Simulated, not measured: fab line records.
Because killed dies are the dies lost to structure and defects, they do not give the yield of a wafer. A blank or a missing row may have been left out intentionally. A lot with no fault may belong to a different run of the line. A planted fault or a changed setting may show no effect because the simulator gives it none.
Which tool was responsible? -- flow rit-cmos -- 13 lots with 39 wafers sampled at 5 steps, on a route of 202 steps

## WHAT EACH GAUGE READ, for each wafer
RIT_ACTIVE_CD_MEAS_90: the cd target is 1400 nm.
lot,measured,on,cd-nm (nm)
L932,day 1 15:01,cd-sem-02,1400.7 1399.9 1401.0
L933,day 1 22:01,cd-sem-01,1394.3 1397.4 1394.8
L934,day 2 02:43,cd-sem-01,1396.8 1395.7 1395.9
L935,day 2 06:02,cd-sem-01,1402.5 1402.0 1402.9
L936,day 2 11:59,cd-sem-01,1400.3 1397.5 1399.1
L937,day 2 17:18,cd-sem-01,1399.7 1396.9 1397.5
L938,day 2 21:16,cd-sem-01,1400.1 1401.9 1399.5
L939,day 3 02:32,cd-sem-01,1396.5 1398.1 1396.3
L940,day 3 07:12,cd-sem-01,1399.3 1397.6 1397.8
L945,day 4 10:52,cd-sem-01,1403.0 1403.6 1402.0
L946,day 4 13:22,cd-sem-02,1400.6 1398.0 1399.5
L948,day 4 23:01,cd-sem-02,1401.7 1396.5 1399.3
L954,day 6 05:24,cd-sem-01,1401.1 1401.7 1401.2

RIT_NWELL_TW_MEAS_10.
lot,measured,on,NWELL_TW
L932,day 2 00:01,film-metro-01,2130 2132 2137
L933,day 2 03:56,film-metro-03,2123 2135 2136
L934,day 2 08:31,film-metro-04,2146 2152 2158
L935,day 2 13:49,film-metro-01,2128 2125 2124
L936,day 2 19:16,film-metro-04,2145 2149 2151
L937,day 3 00:15,film-metro-04,2152 2153 2149
L938,day 3 04:32,film-metro-01,2143 2137 2117
L939,day 3 09:29,film-metro-01,2122 2129 2136
L940,day 3 13:48,film-metro-04,2148 2150 2152
L945,day 4 16:35,film-metro-04,2142 2134 2143
L946,day 4 19:39,film-metro-03,2133 2114 2123
L948,day 5 05:53,film-metro-03,2127 2135 2129
L954,day 6 14:10,film-metro-03,2130 2131 2117

RIT_GATE_THK_MEAS_07.
lot,measured,on,GATE_OXIDE_THK (nm)
L932,day 2 13:54,film-metro-03,3.12 3.07 3.08
L933,day 2 16:15,film-metro-04,3.10 3.08 3.00
L934,day 2 21:01,film-metro-03,3.01 3.01 3.01
L935,day 3 02:10,film-metro-04,2.93 2.96 2.96
L936,day 3 09:58,film-metro-02,3.08 3.12 3.08
L937,day 3 12:31,film-metro-02,2.99 2.98 2.98
L938,day 3 19:53,film-metro-04,2.99 3.10 3.13
L939,day 3 21:46,film-metro-04,3.05 3.03 3.07
L940,day 4 06:25,film-metro-04,3.00 3.07 2.96
L945,day 5 05:26,film-metro-04,3.10 3.06 3.10
L946,day 5 07:56,film-metro-03,3.38 3.46 3.45
L948,day 5 19:07,film-metro-04,3.46 3.44 3.44
L954,day 7 08:01,film-metro-04,3.02 3.03 2.97

## TOOL THAT RAN EACH LOT (tool first, then ch and the chambers of the sampled wafers, then the start)
lot,RIT_NWELL_STRIP_09,RIT_GATE_OXIDATION_05
L932,"plasma-asher-02 ch 0,1, day 1 23:50","furnace-03 ch 0, day 2 11:05"
L933,"plasma-asher-01 ch 0,1, day 2 03:46","furnace-03 ch 0, day 2 14:55"
L934,"plasma-asher-01 ch 0,1, day 2 08:20","furnace-03 ch 0, day 2 19:29"
L935,"plasma-asher-03 ch 0,1, day 2 13:37","furnace-04 ch 0, day 3 00:35"
L936,"plasma-asher-03 ch 0,1, day 2 19:05","furnace-04 ch 0, day 3 06:55"
L937,"plasma-asher-01 ch 0,1, day 3 00:04","furnace-03 ch 0, day 3 11:05"
L938,"plasma-asher-02 ch 0,1, day 3 04:22","furnace-03 ch 0, day 3 16:38"
L939,"plasma-asher-03 ch 0,1, day 3 09:17","furnace-03 ch 0, day 3 20:26"
L940,"plasma-asher-02 ch 0,1, day 3 13:37","furnace-04 ch 0, day 4 02:08"
L945,"plasma-asher-01 ch 0, day 4 16:24","furnace-01 ch 0, day 5 04:06"
L946,"plasma-asher-01 ch 0,1, day 4 19:29","furnace-03 ch 0, day 5 06:37"
L948,"plasma-asher-01 ch 0,1, day 5 05:43","furnace-03 ch 0, day 5 16:47"
L954,"plasma-asher-02 ch 0,1, day 6 13:59","furnace-01 ch 0, day 7 04:57"
- RIT_NWELL_STRIP_09: strips in O2, time 180 s.
- RIT_GATE_OXIDATION_05: target thk 3 nm, ox time 270 s.

## AS READ BY THE TOOLS THEMSELVES (means over the sampled wafers that have a number; for cases with no such wafer, the mark the record gives instead)
RIT_NWELL_STRIP_09.
lot,tool,drypump-motor-current-A (A)
L932,plasma-asher-02,6.1
L933,plasma-asher-01,6.1
L934,plasma-asher-01,5.5
L935,plasma-asher-03,5.5
L936,plasma-asher-03,5.4
L937,plasma-asher-01,6.1
L938,plasma-asher-02,5.9
L939,plasma-asher-03,5.5
L940,plasma-asher-02,6.1
L945,plasma-asher-01,6.6
L946,plasma-asher-01,5.5
L948,plasma-asher-01,5.5
L954,plasma-asher-02,5.8

RIT_GATE_OXIDATION_05.
lot,tool,zone-power-source-pct (%)
L932,furnace-03,31
L933,furnace-03,31
L934,furnace-03,31
L935,furnace-04,26
L936,furnace-04,26
L937,furnace-03,31
L938,furnace-03,31
L939,furnace-03,31
L940,furnace-04,26
L945,furnace-01,20
L946,furnace-03,31
L948,furnace-03,31
L954,furnace-01,20

## THE ANSWER, worked out from the rows above alone
Rule: the usual values come from the lots themselves. Put in order of their means at a reading, lots are off if they are a third of the lots or fewer, leave a main group of 4 or more, and stand apart from it by a gap of 3 or more times the standard deviation of the main group's means; of several such gaps the widest counts. Not used: any main group whose means are identical at the precision the tables above print for the reading. A lot without any number at a reading at which 4 lots or more have one is off too. The other lots that the step has rows for count as sound. First the gauges in route order, then the tools' own readings, where a lot's mean is used as printed above. At the first step where some lot is off, the reading lying furthest off is the one used; lots without a number count as furthest.
Off: L946, L948, at RIT_GATE_THK_MEAS_07 (GATE_OXIDE_THK). Main group: mean 3.04 nm, sd 0.046.
If a tool, at a process step before that reading, ran all the lots that are off and no sound lot after the first of them, it fits. Those tools and the gauges at RIT_GATE_THK_MEAS_07 are tried in the same way. Undecided on this evidence; 2 tools fit (plasma-asher-01 at RIT_NWELL_STRIP_09, furnace-03 at RIT_GATE_OXIDATION_05).

## WHAT THE SIMULATOR HAD INSERTED
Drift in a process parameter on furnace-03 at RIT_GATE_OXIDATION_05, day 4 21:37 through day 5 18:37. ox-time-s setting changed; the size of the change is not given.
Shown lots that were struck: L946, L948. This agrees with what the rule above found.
